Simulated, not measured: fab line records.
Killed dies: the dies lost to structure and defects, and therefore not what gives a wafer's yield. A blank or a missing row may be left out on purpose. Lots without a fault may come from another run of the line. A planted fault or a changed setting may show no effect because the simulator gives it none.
Comparing a struck lot with a sound one    flow berkeley-cmos170    14 out of 331 route steps
Sound: wafers L857.1, L857.3, L857.4. Struck: wafers L866.1, L866.2, L866.6. The cause is given at the end.
Order at every step that has rows: each side's tool, ch and its chambers, its first start. Under that, the readings that differ: sound wafers    struck wafers    difference of the means    sigmas: that difference in standard deviations of wafers without a fault.
alike: a reading whose means differ by less than 2 such deviations, as well as words and numbers matching on both sides. not compared: withheld readings; readings where some wafer has no value; bounds like >300 that might hide an equal value; numbers whose values overlap and for which the record gives no deviation.
A row with sigmas, a row that says differs or no value, or rows on one side alone: a step with any of these is where the two part. When numbers do not overlap yet have no deviation, they are printed without sigmas and do not part them. A reading that every wafer of one side lacks parts them only if that side has two wafers or more.

UCB170_CONTACT_OVL_MEAS_16:
  sound on overlay-01 at day 9 08:42; struck on overlay-01 at day 10 19:17
  alike: CONTACT_OVL
UCB170_CONTACT_ETCH_17: etches BARC in N2/H2.
  sound on rie-diel-01 ch 1,2, day 9 08:44; struck on rie-diel-01 ch 0,1, day 10 19:19
  alike: drypump-motor-current-A, oes-product-au, rf-fwd-power-W, throttle-valve-pct
UCB170_CONTACT_ETCH_18: etches PSG in CHF3/CF4/Ar, stops on TiSi2, target depth 840 nm, time 195 s.
  sound on rie-diel-01 ch 1,2; struck on rie-diel-01 ch 0,1
  alike: drypump-motor-current-A, oes-product-au, rf-fwd-power-W, throttle-valve-pct
  not compared: rf-hours-counter-h
UCB170_CONTACT_STRIP_19: strips in O2.
  sound on plasma-asher-04 ch 0,1, day 9 08:54; struck on plasma-asher-04 ch 0,1, day 10 19:29
  alike: drypump-motor-current-A, oes-product-au
  not compared: rf-hours-counter-h
UCB170_CONTACT_CD_MEAS_90: target cd 700 nm.
  sound on cd-sem-02 at day 9 09:11; struck on cd-sem-02 at day 10 19:35
  alike: cd-nm
then, 1 step without rows for these wafers: UCB170_CONTACT_CLEAN_20 (cleans in SPM, time 600 s).
UCB170_M1_SPUTTER_00: material Al, target thk 600 nm, time 80 s.
  sound on pvd-sputter-04 at day 9 09:29; struck on pvd-sputter-04 at day 10 19:53
  alike: throttle-valve-pct
UCB170_M1_RS_MEAS_01: a four-point-probe measurement.
  sound on film-metro-02 at day 9 09:33; struck on film-metro-03 at day 10 19:57
  alike: M1_AL_RS
UCB170_M1_THK_MEAS_02: measures by xrf.
  sound on film-metro-02 at day 9 09:40; struck on film-metro-03 at day 10 20:04
  alike: M1_AL_THK
then, 3 steps without rows for these wafers: UCB170_M1_COAT_03; UCB170_M1_COAT_04 (resist thk 900 nm); UCB170_M1_SOFTBAKE_05 (time 60 s).
UCB170_M1_EXPOSE_06: exposes mask METAL1, target cd 700 nm.
  sound on krf-scanner-01 ch 0, day 9 10:17; struck on krf-scanner-01, day 10 20:59
  no value came back on the struck wafers for exposure-dose-mJ-cm2, focus-offset-nm (nm), sigma-outer; on the sound wafers exposure-dose-mJ-cm2 reads 21.006 20.984 21.036
  alike: mask
following that, these wafers have no rows for 1 step: UCB170_M1_PEB_07.

== WHERE THEY PART ==
Within this record, at UCB170_M1_EXPOSE_06 only.

WHY: what had been put in by the simulator
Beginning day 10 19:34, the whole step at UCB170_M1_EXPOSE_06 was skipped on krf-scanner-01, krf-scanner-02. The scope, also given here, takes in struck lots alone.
